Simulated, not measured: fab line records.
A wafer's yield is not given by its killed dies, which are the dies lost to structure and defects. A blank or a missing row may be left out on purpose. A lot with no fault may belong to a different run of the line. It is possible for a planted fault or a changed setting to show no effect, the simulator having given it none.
Struck lot and sound lot, side by side	flow berkeley cmos170	15 steps out of a route of 331
Sound: wafers L764.1, L764.4, L764.5. Struck: wafers L780.3, L780.5, L780.6. The cause comes at the end.
At each step with rows: each side's tool, then ch and its chambers, then its first start. Under that, the readings that differ: sound wafers	struck wafers	difference of the means	sigmas: that difference in standard deviations of wafers without a fault.
alike: a reading whose means differ by less than 2 such deviations, as well as words and numbers matching on both sides. not compared: withheld readings; readings where some wafer has no value; bounds like >300 that might hide an equal value; numbers whose values overlap and for which the record gives no deviation.
The two part at a step that has a row with sigmas, a row that says differs or no value, or rows on one side only. When numbers do not overlap yet have no deviation, they are printed without sigmas and do not part them. Lack of a reading on every wafer of one side parts them only where that side has two or more wafers.

first, 1 step without rows for these wafers: UCB170_NVT_IMPLANT_07.
UCB170_NVT_STRIP_08: strips in O2.
  sound on plasma asher-01 ch 0,1, day 6 00:39; struck on plasma asher-02 ch 0,1, day 9 01:57
  alike: drypump motor current A, o2 flow sccm, oes product au, strip time to endpoint s
  not compared: rf hours counter h
UCB170_NVT_TW_MEAS_09:
  sound on film metro-04, day 6 00:45; struck on film metro-04, day 9 02:02
  alike: NVT_TW
then, 7 steps without rows for these wafers: UCB170_NVT_CLEAN_10 (cleans in SPM, time 600 s); UCB170_PVT_HMDS_00 (prime time 60 s); UCB170_PVT_COAT_01 (resist thk 900 nm); UCB170_PVT_SOFTBAKE_02 (time 60 s); UCB170_PVT_EXPOSE_03 (exposes mask NWELL, target cd 3000 nm); UCB170_PVT_PEB_04; UCB170_PVT_DEVELOP_05 (develop time 45 s).
UCB170_PVT_OVL_MEAS_06:
  sound on overlay-01, day 6 02:03; struck on overlay-01, day 9 04:28
  alike: PVT_OVL
following that, these wafers have no rows for 1 step: UCB170_PVT_IMPLANT_07.
UCB170_PVT_STRIP_08: strips in O2.
  sound on plasma asher-03 ch 0,1, day 6 02:14; struck on plasma asher-01 ch 0,1, day 9 04:41
reading	sound	struck	difference	sigmas
o2 flow sccm (sccm)	401.0 400.5 401.3	479.6 480.9 478.5	+78.7	+61
oes product au (a.u.)	0.735 0.737 0.736	0.748 0.743 0.749	+0.011	+2
strip time to endpoint s (s)	21.65 21.65 21.80	21.08 21.11 21.07	-0.61	-10
  alike: drypump motor current A
  not compared: rf hours counter h
UCB170_PVT_TW_MEAS_09:
  sound on film metro-02, day 6 02:20; struck on film metro-03, day 9 04:46
  alike: PVT_TW
-- the record jumps here: 2 days lie between the struck wafers' starts before and after (it left off in module PVT and takes up again in module M3, whose first step shown is number 331 of the route) --
UCB170_M3_PROBE_99:
  only the struck wafers here have rows in the record (prober-01, day 11 12:40); the sound ones have none

== WHERE THEY PART ==
Last at UCB170_M3_PROBE_99 as far as this record goes, first at UCB170_PVT_STRIP_08.

WHY: whatever the simulator had introduced
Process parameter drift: plasma asher-01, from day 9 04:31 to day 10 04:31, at UCB170_PVT_STRIP_08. From 400, the setting o2 flow sccm moved by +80. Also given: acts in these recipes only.
